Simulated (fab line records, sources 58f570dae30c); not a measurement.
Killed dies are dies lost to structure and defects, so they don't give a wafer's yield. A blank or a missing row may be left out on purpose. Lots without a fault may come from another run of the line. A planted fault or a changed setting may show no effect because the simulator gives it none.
One fault seen from 2 desks | flow berkeley_cmos170 | each desk has only its own numbers; what lay behind them comes last

THE TOOL OWNER'S DESK: lpcvd-01
The tool's own readings at UCB170_NWELL_CVD_04 (deposits Si3N4 from SiH2Cl2/NH3, target thk 224 nm, time 3360 s): means of the sampled wafers that have a number, for each lot that ran on this tool. A lot is out of limits, marked OUT, if its mean lies more than 4 standard deviations from the usual mean; the brackets give that distance.
Columns: A = sih2cl2_flow_sccm at UCB170_NWELL_CVD_04, usual 25.01 sccm
lot  | first seen here | A
L657 | day 2 02:40     | 25.01
L662 | day 2 22:25     | 24.97
L663 | day 3 04:31     | 25.16
L664 | day 3 19:47     | 30.03 (+60) OUT
L666 | day 4 05:31     | 30.03 (+60) OUT
L670 | day 5 01:55     | 24.96
L680 | day 7 03:56     | 25.07
This desk's finding: out of limits on L664, L666; first on L664, day 3 19:47 (sih2cl2_flow_sccm at UCB170_NWELL_CVD_04). In limits: L657, L662, L663, L670, L680.

THE METROLOGY DESK
What the gauges read, lot by lot, whatever tool the lot ran on: means of the sampled wafers that have a number. A lot is out of limits, marked OUT, if its mean lies more than 4 standard deviations from the usual mean; the brackets give that distance.
Columns: A = INCOMING_BOW at UCB170_START_BOW_MEAS_00, usual 0 um; B = NWELL_NITRIDE_THK at UCB170_NWELL_THK_MEAS_05, usual 224.5 nm; C = NWELL_OVL at UCB170_NWELL_OVL_MEAS_12, usual 1 nm; D = cd_nm at UCB170_ACTIVE_CD_MEAS_90, usual 1200.1 nm
lot  | first seen here | A  | B                | C  | D
L657 | day 1 10:02     | 0  | 222.9            | 3  | 1202.3
L658 | day 1 15:01     | -5 | 223.8            | 3  | 1198.0
L659 | day 1 20:02     | 9  | 226.6            | -4 | 1200.6
L662 | day 2 11:00     | -5 | 223.3            | 3  | 1199.4
L663 | day 2 16:01     | 6  | 223.2            | 0  | 1198.8
L664 | day 2 21:00     | -3 | 238.3 (+6.9) OUT | 4  | 1199.3
L665 | day 3 02:00     | 0  | 223.9            | 6  | 1199.3
L666 | day 3 07:00     | -5 | 237.0 (+6.2) OUT | -0 | 1200.1
L669 | day 3 22:01     | 8  | 223.6            | -4 | 1201.2
L670 | day 4 03:01     | -1 | 223.3            | 6  | 1201.5
L680 | day 6 05:00     | 6  | 220.6            | -1 | 1198.9
This desk's finding: out of limits on L664, L666; first on L664, day 3 21:43 (NWELL_NITRIDE_THK at UCB170_NWELL_THK_MEAS_05). In limits: L657, L658, L659, L662, L663, L665, L669, L670, L680.

PUT TOGETHER
The tool owner's desk could have raised an alarm at day 3 19:47, on L664, L666.
The metrology desk could have raised an alarm at day 3 21:43, on L664, L666.
Of the lots named, all ran UCB170_NWELL_CVD_04 on lpcvd-01.

WHAT THE SIMULATOR HAD PUT IN
Process parameter drift: lpcvd-01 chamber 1, from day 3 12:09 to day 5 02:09, at UCB170_NWELL_CVD_04. Setting sih2cl2_flow_sccm, moved by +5, from 25. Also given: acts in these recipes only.
Lots struck among those shown: L664, L666.
Hours from the fault's start to each desk's first reading out of limits: the tool owner's desk, 8; the metrology desk, 10.
